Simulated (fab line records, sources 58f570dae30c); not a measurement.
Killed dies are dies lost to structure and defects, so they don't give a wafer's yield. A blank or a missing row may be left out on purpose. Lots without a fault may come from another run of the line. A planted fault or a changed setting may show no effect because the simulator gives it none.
Which tool did it? | flow berkeley_cmos170 | 14 lots, 42 wafers sampled, at 4 steps of a route of 331

WHAT THE GAUGES READ, wafer by wafer
UCB170_M1_OVL_MEAS_10. Usual: M1_OVL -5 nm, standard deviation 4.7.
lot  | measured     | on         | M1_OVL (nm) | flag
L431 | day 6 18:52  | overlay-02 | -3 -14 -10  |
L435 | day 7 19:58  | overlay-02 | -10 -1 -11  |
L436 | day 7 20:13  | overlay-02 | 2 -3 -1     |
L437 | day 8 06:10  | overlay-02 | -5 -3 -6    |
L440 | day 9 00:11  | overlay-01 | -6 -7 -13   |
L439 | day 9 00:27  | overlay-01 | -3 -5 -11   |
L442 | day 9 01:11  | overlay-01 | -6 -6 -3    |
L441 | day 9 01:20  | overlay-01 | 1 -3 -1     |
L446 | day 9 23:19  | overlay-02 | -1 -16 -12  |
L449 | day 10 15:32 | overlay-01 | -6 -8 -7    |
L450 | day 10 23:04 | overlay-02 | 3 -2 -5     |
L452 | day 11 16:27 | overlay-02 | -7 -7 -5    |
L453 | day 11 17:50 | overlay-02 | -5 1 -2     |
L451 | day 11 18:51 | overlay-02 | -6 -7 -5    |

UCB170_M3_OVL_MEAS_16. Usual: M3_OVL 0 nm, standard deviation 5.3.
lot  | measured     | on         | M3_OVL (nm) | flag
L431 | day 7 12:02  | overlay-01 | -2 -3 -10   |
L435 | day 8 13:09  | overlay-01 | 6 12 4      |
L436 | day 8 12:53  | overlay-01 | -7 -4 -11   |
L437 | day 9 01:16  | overlay-02 | 5 -4 -1     |
L440 | day 9 15:17  | overlay-01 | 5 5 -3      |
L439 | day 9 15:48  | overlay-01 | 2 -6 7      |
L442 | day 9 16:05  | overlay-01 | 6 -3 5      |
L441 | day 9 16:22  | overlay-02 | -4 -7 0     |
L446 | day 10 16:16 | overlay-01 | 0 0 -1      |
L449 | day 11 09:43 | overlay-01 | -1 1 7      |
L450 | day 11 15:08 | overlay-02 | 2 -4 -3     |
L452 | day 12 12:50 | overlay-01 | 5 9 9       |
L453 | day 12 14:17 | overlay-01 | 1 -8 5      |
L451 | day 12 13:36 | overlay-01 | -5 -1 -12   |

UCB170_M3_BOW_MEAS_20. Usual: M3_BOW 36 um, standard deviation 7.2.
lot  | measured     | on            | M3_BOW (um) | flag
L431 | day 7 12:42  | film_metro-01 | 50 44 32    |
L435 | day 8 13:38  | film_metro-02 | 29 30 34    |
L436 | day 8 13:24  | film_metro-01 | 29 36 35    |
L437 | day 9 01:44  | film_metro-01 | 40 31 35    |
L440 | day 9 15:48  | film_metro-01 | 50 33 25    |
L439 | day 9 16:17  | film_metro-02 | 36 32 40    |
L442 | day 9 16:34  | film_metro-01 | 41 51 37    |
L441 | day 9 16:52  | film_metro-02 | 25 37 29    |
L446 | day 10 16:53 | film_metro-03 | 34 39 33    |
L449 | day 11 10:26 | film_metro-02 | 28 28 37    |
L450 | day 11 15:38 | film_metro-02 | 30 27 38    |
L452 | day 12 13:22 | film_metro-02 | 40 40 45    |
L453 | day 12 14:46 | film_metro-02 | 26 37 29    |
L451 | day 12 14:05 | film_metro-01 | 25 30 35    |

WHICH TOOL RAN EACH LOT (tool, then ch and the chambers of the sampled wafers, then the start)
lot  | UCB170_M3_STRIP_19
L431 | plasma_asher-01 ch 0,1, day 7 12:29
L435 | plasma_asher-02 ch 0,1, day 8 13:25
L436 | plasma_asher-03 ch 0,1, day 8 13:11
L437 | plasma_asher-03 ch 0,1, day 9 01:31
L440 | plasma_asher-01 ch 0,1, day 9 15:34
L439 | plasma_asher-01 ch 0,1, day 9 16:04
L442 | plasma_asher-03 ch 0,1, day 9 16:20
L441 | plasma_asher-03 ch 1, day 9 16:37
L446 | plasma_asher-02 ch 0,1, day 10 16:31
L449 | plasma_asher-03 ch 0,1, day 11 10:00
L450 | plasma_asher-02 ch 0,1, day 11 15:23
L452 | plasma_asher-03 ch 0,1, day 12 13:07
L453 | plasma_asher-02 ch 0,1, day 12 14:33
L451 | plasma_asher-01 ch 0,1, day 12 13:52
- UCB170_M3_STRIP_19: strips in O2.

WHAT THE TOOLS THEMSELVES READ (means of the sampled wafers that have a number; where no wafer has one, the mark that the record gives instead)
UCB170_M3_STRIP_19. Usual: chamber_pressure_mTorr 3500.4 mTorr, standard deviation 2.9; drypump_motor_current_A 5.8 A, standard deviation 0.57; oes_product_au 0.561 a.u., standard deviation 0.011.
lot  | tool            | chamber_pressure_mTorr (mTorr) | drypump_motor_current_A (A) | oes_product_au (a.u.) | flag
L431 | plasma_asher-01 | 3501.1                         | 5.5                         | 0.550                 |
L435 | plasma_asher-02 | 3502.3                         | 6.5                         | 0.567                 |
L436 | plasma_asher-03 | 3499.9                         | 5.5                         | 0.557                 |
L437 | plasma_asher-03 | 3500.1                         | 5.5                         | 0.552                 |
L440 | plasma_asher-01 | 3503.1                         | 5.3                         | 0.560                 |
L439 | plasma_asher-01 | 3500.5                         | 5.3                         | 0.554                 |
L442 | plasma_asher-03 | -                              | -                           | -                     | OFF
L441 | plasma_asher-03 | -                              | -                           | -                     | OFF
L446 | plasma_asher-02 | 3500.6                         | 6.5                         | 0.551                 |
L449 | plasma_asher-03 | 3500.0                         | 5.6                         | 0.564                 |
L450 | plasma_asher-02 | 3501.5                         | 6.5                         | 0.570                 |
L452 | plasma_asher-03 | 3500.6                         | 5.5                         | 0.552                 |
L453 | plasma_asher-02 | 3501.4                         | 6.5                         | 0.563                 |
L451 | plasma_asher-01 | 3501.8                         | 5.5                         | 0.569                 |

THE ANSWER, worked out from the rows above alone
Rule: a lot is off if the mean of its wafers that have a number lies more than 3 standard deviations from the usual mean. A lot without any number at a reading at which 4 lots or more have one is off too. The other lots that the step has rows for count as sound. The gauges are gone through in route order, then the tools' own readings, and for those a lot's mean is taken as printed above. The first step at which some lot is off is used, and at that step the reading that is off furthest; a lot without a number counts as furthest.
Off: L442, L441, at UCB170_M3_STRIP_19 (chamber_pressure_mTorr). Without a number there: L442, L441.
A tool fits if, at that step or a process step before it, it ran every lot that is off, and no sound lot after the first of them. None of those tried fits.

WHAT THE SIMULATOR HAD PUT IN
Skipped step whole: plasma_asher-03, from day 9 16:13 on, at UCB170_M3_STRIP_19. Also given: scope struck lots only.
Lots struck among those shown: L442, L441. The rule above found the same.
